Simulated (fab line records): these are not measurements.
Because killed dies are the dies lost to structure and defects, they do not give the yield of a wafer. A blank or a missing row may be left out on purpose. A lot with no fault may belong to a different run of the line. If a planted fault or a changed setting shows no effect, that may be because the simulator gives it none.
Lot-split experiment | flow berkeley cmos170 | 27 wafers read from 5 lots, route of 331 steps

== SPLIT DETAILS ==
At UCB170_M1_SPUTTER_00 (material Al, target thk 600 nm, time 80 s), the setting time s was moved away from the recipe's 80 s on 9 of the 27 wafers read, by -58.0% to +15.1%. The other wafers ran this setting at the recipe's value.

== FROM THE SPLIT TO THE READING: what the file shows between them, 5 steps ==
- UCB170_M1_RS_MEAS_01: measures by four-point-probe
- UCB170_M1_THK_MEAS_02: measures by xrf
- UCB170_M1_COAT_03
- UCB170_M1_COAT_04: resist thk 900 nm
- UCB170_M1_ETCH_11: etches BARC in N2/H2

== THE READING ==
oes product au, in a.u., at UCB170_M1_METAL_ETCH_12 (etches Al in Cl2/BCl3, stops on PSG, target depth 780 nm, time 130 s). Typical for fault-free wafers on this fab line: 0.842 a.u., with standard deviation 0.019 a.u.

wafer  | tool, chamber at the split | time s as run, s | against the recipe | oes product au, a.u. | against lot-mates on the recipe
L074.4 | pvd sputter-03, -          | 80               | recipe             | 0.822                | -
L074.5 | pvd sputter-03, -          | 80               | recipe             | 0.859                | -
L074.6 | pvd sputter-03, -          | 80               | recipe             | 0.825                | -
L077.1 | pvd sputter-03, -          | 47.73            | -40.3%             | 0.675                | -0.168
L077.2 | pvd sputter-03, -          | 80               | recipe             | 0.827                | -
L077.3 | pvd sputter-03, -          | 47.73            | -40.3%             | 0.642                | -0.201
L077.4 | pvd sputter-03, -          | 47.73            | -40.3%             | 0.675                | -0.168
L077.5 | pvd sputter-03, -          | 80               | recipe             | 0.878                | -
L077.6 | pvd sputter-03, -          | 80               | recipe             | 0.825                | -
L079.1 | pvd sputter-01, -          | 92.1             | +15.1%             | 0.895                | +0.047
L079.2 | pvd sputter-01, -          | 80               | recipe             | 0.851                | -
L079.3 | pvd sputter-01, -          | 80               | recipe             | 0.842                | -
L079.4 | pvd sputter-01, -          | 92.1             | +15.1%             | 0.913                | +0.065
L079.5 | pvd sputter-01, -          | 92.1             | +15.1%             | 0.899                | +0.051
L079.6 | pvd sputter-01, -          | 80               | recipe             | 0.850                | -
L082.1 | pvd sputter-03, -          | 80               | recipe             | 0.819                | -
L082.2 | pvd sputter-03, -          | 33.62            | -58.0%             | 0.586                | -0.255
L082.3 | pvd sputter-03, -          | 80               | recipe             | 0.830                | -
L082.4 | pvd sputter-03, -          | 33.62            | -58.0%             | 0.597                | -0.244
L082.5 | pvd sputter-03, -          | 33.62            | -58.0%             | 0.558                | -0.283
L082.6 | pvd sputter-03, -          | 80               | recipe             | 0.875                | -
L083.1 | pvd sputter-01, -          | 80               | recipe             | 0.848                | -
L083.2 | pvd sputter-01, -          | 80               | recipe             | 0.828                | -
L083.3 | pvd sputter-01, -          | 80               | recipe             | 0.827                | -
L083.4 | pvd sputter-01, -          | 80               | recipe             | 0.849                | -
L083.5 | pvd sputter-01, -          | 80               | recipe             | 0.839                | -
L083.6 | pvd sputter-01, -          | 80               | recipe             | 0.833                | -

FIT RESULTS
A straight line over all 27 wafers: oes product au changes by +0.00442 a.u. for each +1% of time s; r = +0.99; the points scatter about the line by 0.017 a.u.
The same after taking each lot's own level away (the mean of its wafers on the recipe; 27 wafers): +0.00441 a.u. for each +1%; r = +0.99; scatter 0.017 a.u.
According to that fit, moving time s by its largest amount changes the reading by 0.26 a.u.
From 0.8353 to 0.8477 a.u.: that is the span of the lots' own levels, equal to 0.6 times the standard deviation above.
So the lot-to-lot level changes the slope little: the two slopes agree.
Check: with one of the wafers moved furthest among these (-58.0%) left out of the fit, the line predicts -0.259 a.u. for it against its lot-mates. Against them it came out at -0.255 a.u.

== THESE WAFERS: OTHER SPLITS ==
Other splits were also applied to these wafers ahead of the reading. Each is held against what the fit with the lots' levels taken away leaves over:
other split on the same wafers        | wafers away from the commonest value | r with oes product au (lot level and that fit taken away)
UCB170_PWELL_CVD_05 time s            | 21                                   | -0.09
UCB170_GATE_DEVELOP_11 develop time s | 12                                   | -0.24
UCB170_SPACER_CVD_00 time s           | 12                                   | +0.02

== THE WHOLE CHAIN: every reading that the file lists as answering this split, in the file's order ==
step                    | what it does                                                         | reading                                                                     | change (the file's fit)                   | r (the file's)
UCB170_M1_SPUTTER_00    | material Al, target thk 600 nm, time 80 s                            | Al_of_M1_SPUTTER_00.thk nm (the simulator's own value, which no gauge read) | +6.05 nm for each +1% of the setting      | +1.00
UCB170_M1_RS_MEAS_01    | measures by four-point-probe                                         | M1_AL_RS                                                                    | -0.00106 for each +1% of the setting      | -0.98
UCB170_M1_THK_MEAS_02   | measures by xrf                                                      | M1_AL_THK                                                                   | +6.03 for each +1% of the setting         | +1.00
UCB170_M1_METAL_ETCH_12 | etches Al in Cl2/BCl3, stops on PSG, target depth 780 nm, time 130 s | oes product au                                                              | +0.00444 a.u. for each +1% of the setting | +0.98

== THE FILE'S OWN FIT ==
oes product au changes by +0.00444 a.u. for each +1% of time s, r = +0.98.
